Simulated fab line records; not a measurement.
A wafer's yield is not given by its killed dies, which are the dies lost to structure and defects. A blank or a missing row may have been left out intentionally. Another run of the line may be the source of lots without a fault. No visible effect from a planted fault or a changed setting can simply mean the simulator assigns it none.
A struck lot beside a sound one ; flow berkeley-cmos170 ; 18 out of 331 route steps
Sound: wafers L102.2, L102.4, L102.5. Wafers L106.1, L106.4, L106.5 were the ones struck. At the end, the cause is stated.
For every step that has rows: the tool of each side, followed by ch and its chambers, followed by its first start. Under that, the readings that differ: sound wafers ; struck wafers ; difference of the means ; sigmas: that difference in standard deviations of wafers without a fault.
alike: a reading whose means differ by less than 2 such deviations, as well as words and numbers matching on both sides. not compared: withheld readings; readings where some wafer has no value; bounds like >300 that might hide an equal value; numbers whose values overlap and for which the record gives no deviation.
The two part at a step that has a row with sigmas, a row that says differs or no value, or rows on one side only. Non-overlapping numbers with no deviation appear without sigmas and do not part them. A reading that every wafer of one side lacks parts them only if that side has two wafers or more.

first, 2 steps without rows for these wafers: UCB170_M3_COAT_05 (resist thk 900 nm); UCB170_M3_SOFTBAKE_06 (time 60 s).
UCB170_M3_STRIP_07: strips in O2.
  sound on plasma-asher-03 ch 0,1, day 8 22:59; struck on plasma-asher-01 ch 0,1, day 9 14:27
  alike: drypump-motor-current-A, o2-flow-sccm, oes-product-au, strip-time-to-endpoint-s
  not compared: rf-hours-counter-h
then, 7 steps without rows for these wafers: UCB170_M3_STRIP_08 (strips KrF in DMSO, time 600 s); UCB170_M3_COAT_09; UCB170_M3_COAT_10 (resist thk 900 nm); UCB170_M3_SOFTBAKE_11 (time 60 s); UCB170_M3_EXPOSE_12 (exposes mask METAL3, target cd 700 nm); UCB170_M3_PEB_13; UCB170_M3_DEVELOP_14 (develop time 45 s).
UCB170_M3_CD_MEAS_15 targets a cd of 700 nm.
  sound on cd-sem-01, day 9 01:10; struck on cd-sem-01, day 9 16:14
  alike: cd-nm
UCB170_M3_OVL_MEAS_16:
  sound on overlay-02, day 9 01:16; struck on overlay-02, day 9 16:21
  alike: M3_OVL
UCB170_M3_ETCH_17: etches BARC in N2/H2.
  sound on rie-diel-01 ch 2,3, day 9 01:17; struck on rie-diel-04 ch 1,2,3, day 9 16:23
reading;sound;struck;difference;sigmas
oes-product-au (a.u.);0.994 0.999 1.011;1.411 1.441 1.417;+0.422;+22
model.M3.cd-nm (nm);699 698.2 698.8;693 693.2 692.2;-6;
  alike: drypump-motor-current-A, throttle-valve-pct
UCB170_M3_METAL_ETCH_18: etches Al in Cl2/BCl3, stops on SiO2, target depth 1170 nm, time 190.4 s.
  sound on rie-metal-04 ch 0,1, day 9 01:20; struck on rie-metal-03 ch 0, day 9 16:26
reading;sound;struck;difference;sigmas
model.M3.cd-nm (nm);699.3 699.2 697.4;690.9 691.8 692.2;-7.0;
  alike: drypump-motor-current-A, he-backside-leak-sccm, oes-product-au, throttle-valve-pct
  not compared: rf-hours-counter-h
UCB170_M3_STRIP_19: strips in O2.
  sound on plasma-asher-03 ch 0,1, day 9 01:31; struck on plasma-asher-03 ch 0, day 9 16:37
  alike: drypump-motor-current-A, o2-flow-sccm, oes-product-au
  not compared: rf-hours-counter-h
UCB170_M3_CD_MEAS_90 targets a cd of 700 nm.
  sound on cd-sem-01, day 9 01:38; struck on cd-sem-01, day 9 16:43
reading;sound;struck;difference;sigmas
cd-nm (nm);698.9 699.1 696.8;690.4 692.1 691.9;-6.8;-3
UCB170_M3_BOW_MEAS_20:
  sound on film-metro-01, day 9 01:46; struck on film-metro-02, day 9 16:50
  alike: M3_BOW
UCB170_M3_PROBE_99:
  the record holds rows for the sound wafers here (prober-02, day 9 01:55) but none for the struck ones

== WHERE THEY PART ==
First at UCB170_M3_ETCH_17; last, within this record, at UCB170_M3_PROBE_99.

WHY: what had been put in by the simulator
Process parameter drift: rie-diel-04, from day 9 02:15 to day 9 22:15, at UCB170_M3_ETCH_17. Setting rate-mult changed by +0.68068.
